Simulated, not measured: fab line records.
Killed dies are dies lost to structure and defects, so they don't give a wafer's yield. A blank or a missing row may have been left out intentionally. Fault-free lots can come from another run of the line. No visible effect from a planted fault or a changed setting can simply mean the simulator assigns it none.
fab line records	flow berkeley_cmos170
record lots=5	wafers=23
route steps=331 shown M3@322
start_h: the number of hours between the record's first day and the start of the first shown wafer of the lot	wait_h: hours from the lot's prior step to this one	" identical to the entry in the row above	L1.1+2: a row that stands for several wafers	- either no value or no given start	* or withheld: withheld	< > ~ a bound
route shown NAME@n: names a module that has steps shown in the file, with the first one's number in the route	usual: mean/standard deviation taken from wafers without a fault	same: alike in all rows	chamber/n: place in a boat	sites: each site's reading	_std_site: the values' standard deviation	_edge_site: the outer-site mean with the inner-site mean subtracted	radius_mm: for every site, how far away it sits from the centre of the wafer	mask NAME#n: copy n	behind: the last tool/chamber to shape the wafer	hold: why the lot was held/for how many hours/how that ended	device: the n, p or np transistor that did not switch	end of line: at the end of the route, the tests of the same wafers	for a step that has no rows: nothing shown but its recipe	killed: dies that structure and defects cost at the first sort, which is not the same as the wafer's yield	map: the dies of a wafer, with x for killed, . for not killed, _ for no die there
set.NAME: the setting that was run; set.NAME@STEP: the one run at that earlier step	model.NAME: the simulator's own value behind a step, which no gauge read
one table per step and one row per wafer, for lots whose settings were changed on purpose
## steps
# step UCB170_M3_PEB_13
# recipe peb_temp_c=130	peb_time_s=withheld	resist=KrF
lot.wafer	tool	chamber	start_h	wait_h	set.peb_temp_c
L074.1+4	litho_track-04	0	150.63	0.1	130
L074.2+3+5	"	0	"	"	127.2
L078.2+4+5	litho_track-03	0	187.59	0.1	130
L078.3+6	"	0	"	"	132.4
L083.1+2+4	litho_track-04	0	199.70	0.2	127.2
L083.5+6	"	0	"	"	130
L082.1+2	litho_track-03	0	199.96	0.2	127.6
L082.3+5+6	"	0	"	"	130
L084.2+4+5	litho_track-02	0	208.12	0.1	130
# step UCB170_M3_DEVELOP_14
# recipe developer=TMAH	develop_time_s=45	resist=KrF	dev_temp_c=21
# step UCB170_M3_CD_MEAS_15
# recipe target_cd_nm=700
# usual cd_nm=699.9/1.2
lot.wafer	tool	chamber	start_h	wait_h	set.peb_temp_c@M3_PEB_13	cd_nm
L074.1	cd_sem-01	-	150.90	-	130	698.9
L074.2	"	-	"	"	127.2	720.5
L074.3	"	-	"	"	127.2	721.3
L074.4	"	-	"	"	130	700.8
L074.5	"	-	"	"	127.2	721.3
L078.2	cd_sem-02	-	187.94	-	130	699.0
L078.3	"	-	"	"	132.4	685.6
L078.4	"	-	"	"	130	699.7
L078.5	"	-	"	"	130	699.7
L078.6	"	-	"	"	132.4	685.1
L083.1	cd_sem-02	-	199.98	-	127.2	721.4
L083.2	"	-	"	"	127.2	721.3
L083.4	"	-	"	"	127.2	721.9
L083.5	"	-	"	"	130	701.6
L083.6	"	-	"	"	130	702.8
L082.1	cd_sem-02	-	200.23	-	127.6	717.4
L082.2	"	-	"	"	127.6	717.8
L082.3	"	-	"	"	130	699.8
L082.5	"	-	"	"	130	699.4
L082.6	"	-	"	"	130	699.9
L084.2	cd_sem-01	-	208.39	-	130	697.0
L084.4	"	-	"	"	130	700.5
L084.5	"	-	"	"	130	698.7
# step UCB170_M3_ETCH_17
# recipe chemistry=N2/H2	target_depth_a=withheld	overetch_a=withheld	target=BARC	time_s=withheld	source_w=500	bias_w=100	pressure_mtorr=30	n2_flow_sccm=100	h2_flow_sccm=200
lot.wafer	tool	chamber	start_h	wait_h	set.peb_temp_c@M3_PEB_13	model.M3.cd_nm
L074.1	rie_diel-04	1	151.06	0.0	130	700.1
L074.2	"	2	"	"	127.2	721
L074.3	"	3	"	"	127.2	721.3
L074.4	"	0	"	"	130	701.6
L074.5	"	1	"	"	127.2	722.4
L078.2	rie_diel-04	3	188.08	0.0	130	699.8
L078.3	"	2	"	"	132.4	686.4
L078.4	"	1	"	"	130	701
L078.5	"	0	"	"	130	700.4
L078.6	"	1	"	"	132.4	686.3
L083.1	rie_diel-02	3	200.13	0.0	127.2	720.6
L083.2	"	0	"	"	127.2	720.3
L083.4	"	1	"	"	127.2	722
L083.5	"	1	"	"	130	701.9
L083.6	"	2	"	"	130	702.9
L082.1	rie_diel-01	3	200.39	0.0	127.6	716.8
L082.2	"	1	"	"	127.6	717.2
L082.3+6	"	2,0	"	"	130	700.1
L082.5	"	1	"	"	130	699.2
L084.2	rie_diel-02	1	208.52	0.0	130	697.6
L084.4	"	3	"	"	130	699.5
L084.5	"	0	"	"	130	698.3
# step UCB170_M3_METAL_ETCH_18
# recipe chemistry=Cl2/BCl3	target=Al	stop_on=SiO2	pressure_mtorr=12	target_depth_a=11700	over_etch_frac=0.3	time_s=195	icp_w=600	bias_w=120	Cl2_flow_sccm=90	bcl3_flow_sccm=45
lot.wafer	tool	chamber	start_h	wait_h	set.peb_temp_c@M3_PEB_13	model.M3.cd_nm
L074.1	rie_metal-03	1	151.10	-	130	697.2
L074.2	"	0	"	"	127.2	714.3
L074.3	"	0	"	"	127.2	716.2
L074.4	"	1	"	"	130	698
L074.5	"	1	"	"	127.2	719.9
L078.2	rie_metal-02	0	188.12	-	130	701.9
L078.3	"	0	"	"	132.4	691.9
L078.4	"	1	"	"	130	698
L078.5	"	1	"	"	130	694.7
L078.6	"	0	"	"	132.4	689.6
L083.1	rie_metal-02	0	200.18	-	127.2	723.7
L083.2	"	1	"	"	127.2	717.2
L083.4	"	0	"	"	127.2	725.6
L083.5	"	0	"	"	130	705.1
L083.6	"	1	"	"	130	700.6
L082.1	rie_metal-03	0	200.43	-	127.6	711.6
L082.2	"	1	"	"	127.6	715
L082.3	"	1	"	"	130	696.4
L082.5	"	0	"	"	130	694.4
L082.6	"	1	"	"	130	693.8
L084.2	rie_metal-01	1	208.56	-	130	699.8
L084.4	"	1	"	"	130	702.2
L084.5	"	1	"	"	130	701.7
# step UCB170_M3_STRIP_19
# recipe chemistry=O2	power_w=400	pressure_mtorr=3500	platen_temp_c=withheld	o2_flow_sccm=400	overash_fraction=0.5
# step UCB170_M3_CD_MEAS_90
# recipe target_cd_nm=700
# usual cd_nm=699/3.7
lot.wafer	tool	chamber	start_h	wait_h	set.peb_temp_c@M3_PEB_13	cd_nm
L074.1	cd_sem-02	-	151.39	0.1	130	697
L074.2	"	-	"	"	127.2	714
L074.3	"	-	"	"	127.2	716
L074.4	"	-	"	"	130	698
L074.5	"	-	"	"	127.2	720
L078.2	cd_sem-02	-	188.49	0.1	130	702
L078.3	"	-	"	"	132.4	692
L078.4	"	-	"	"	130	698
L078.5	"	-	"	"	130	695
L078.6	"	-	"	"	132.4	690
L083.1	cd_sem-01	-	200.46	0.1	127.2	724
L083.2	"	-	"	"	127.2	717
L083.4	"	-	"	"	127.2	726
L083.5	"	-	"	"	130	705
L083.6	"	-	"	"	130	701
L082.1	cd_sem-02	-	200.72	0.1	127.6	711
L082.2	"	-	"	"	127.6	715
L082.3	"	-	"	"	130	696
L082.5	"	-	"	"	130	695
L082.6	"	-	"	"	130	694
L084.2	cd_sem-02	-	208.87	0.1	130	700
L084.4	"	-	"	"	130	702
L084.5	"	-	"	"	130	702
## key
split step=UCB170_M3_PEB_13	setting=peb_temp_c	stated=130	by=wafer
response step=UCB170_M3_CD_MEAS_15	reading=cd_nm	change=-9.09	per=1%	r=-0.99
response step=UCB170_M3_ETCH_17	reading=model.M3.cd_nm	change=-8.84	per=1%	r=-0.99
response step=UCB170_M3_METAL_ETCH_18	reading=model.M3.cd_nm	change=-8.13	per=1%	r=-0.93
response step=UCB170_M3_CD_MEAS_90	reading=cd_nm	change=-8.09	per=1%	r=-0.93
